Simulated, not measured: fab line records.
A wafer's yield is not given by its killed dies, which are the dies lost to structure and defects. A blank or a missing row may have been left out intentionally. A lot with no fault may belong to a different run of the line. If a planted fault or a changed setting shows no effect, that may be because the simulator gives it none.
One fault seen from 2 desks	flow rit cmos	each desk has only its own numbers; what lay behind them comes last

== FOR THE TOOL OWNER'S DESK: furnace-04 ==
The tool's own readings at RIT_ACTIVE_OXIDATION_01 (target thk 46.8 nm, ox time 3360 s): means of the sampled wafers that have a number, for each lot that ran on this tool. A lot is out of limits, marked OUT, if its mean lies more than 4 standard deviations from the usual mean; the brackets give that distance.
Columns: A = spike tc centre C at RIT_ACTIVE_OXIDATION_01, usual 1001.8 C; B = spike tc load C at RIT_ACTIVE_OXIDATION_01, usual 1030 C; C = spike tc source C at RIT_ACTIVE_OXIDATION_01, usual 1023.0 C; D = tube center temp C at RIT_ACTIVE_OXIDATION_01, usual 1000 C; E = tube_center_temp_C_max at RIT_ACTIVE_OXIDATION_01, usual 1002.5
lot	first seen here	A	B	C	D	E
L302	day 1 15:25	1001.6	1027	1021.3	1000	1002.7
L304	day 2 01:20	1002.2	1027	1023.3	1000	1002.6
L316	day 4 13:22	1001.5	1027	1022.5	1000	1002.1
L317	day 4 18:22	989.8 (-7.5) OUT	1015	1010.6 (-10) OUT	988 (-99 or more) OUT	990.4 (-28) OUT
L319	day 5 04:07	990.5 (-7.1) OUT	1014	1009.5 (-11) OUT	988 (-99 or more) OUT	991.1 (-27) OUT
Finding of this desk: L317, L319 out of limits; the first was L317 at day 4 18:22, on spike tc centre C at RIT_ACTIVE_OXIDATION_01. L302, L304, L316 stayed within limits.

== METROLOGY DESK ==
Lot by lot, what the gauges showed, no matter which tool ran the lot: averages of those sampled wafers that carry a number. A lot is out of limits, marked OUT, if its mean lies more than 4 standard deviations from the usual mean; the brackets give that distance.
Columns: A = INCOMING_BOW at RIT_ACTIVE_BOW_MEAS_00, usual 0 um; B = ACTIVE_OXIDE_THK at RIT_ACTIVE_THK_MEAS_02, usual 46.5 nm; C = FIELD_OXIDE_LEFT_2_THK at RIT_FOX2_THK_MEAS_91, usual 255 nm
lot	first seen here	A	B	C
L302	day 1 15:00	-3	46.3	266
L303	day 1 20:02	1	46.4	251
L304	day 2 01:02	3	46.5	250
L306	day 2 11:02	8	45.9	251
L307	day 2 16:01	1	45.5	258
L309	day 3 02:00	-4	47.3	244
L311	day 3 12:00	2	47.1	249
L312	day 3 17:00	1	45.3	256
L314	day 4 03:00	3	46.4	261
L316	day 4 13:01	1	46.3	263
L317	day 4 18:00	1	41.0 (-6.7) OUT	254
L318	day 4 23:00	-2	47.1	263
L319	day 5 04:01	-10	39.9 (-8.2) OUT	250
L321	day 5 14:00	2	47.8	257
This desk finds L317, L319 out of limits, with the earliest case on L317 at day 4 20:17 (ACTIVE_OXIDE_THK at RIT_ACTIVE_THK_MEAS_02). L302, L303, L304, L306, L307, L309, L311, L312, L314, L316, L318, L321 stayed within limits.

== ALL TOGETHER ==
On L317, L319, at day 4 18:22, an alarm was possible from the tool owner's desk.
L317, L319 would have let the metrology desk raise an alarm at day 4 20:17.
Of the lots named, all ran RIT_ACTIVE_OXIDATION_01 on furnace-04.

== WHAT THE SIMULATOR PUT IN ==
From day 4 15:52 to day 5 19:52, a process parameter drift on furnace-04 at RIT_ACTIVE_OXIDATION_01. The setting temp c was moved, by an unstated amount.
Shown lots that were struck: L317, L319.
Time in hours from fault onset to the first out-of-limits reading at each desk: tool owner's desk 2, metrology desk 4.
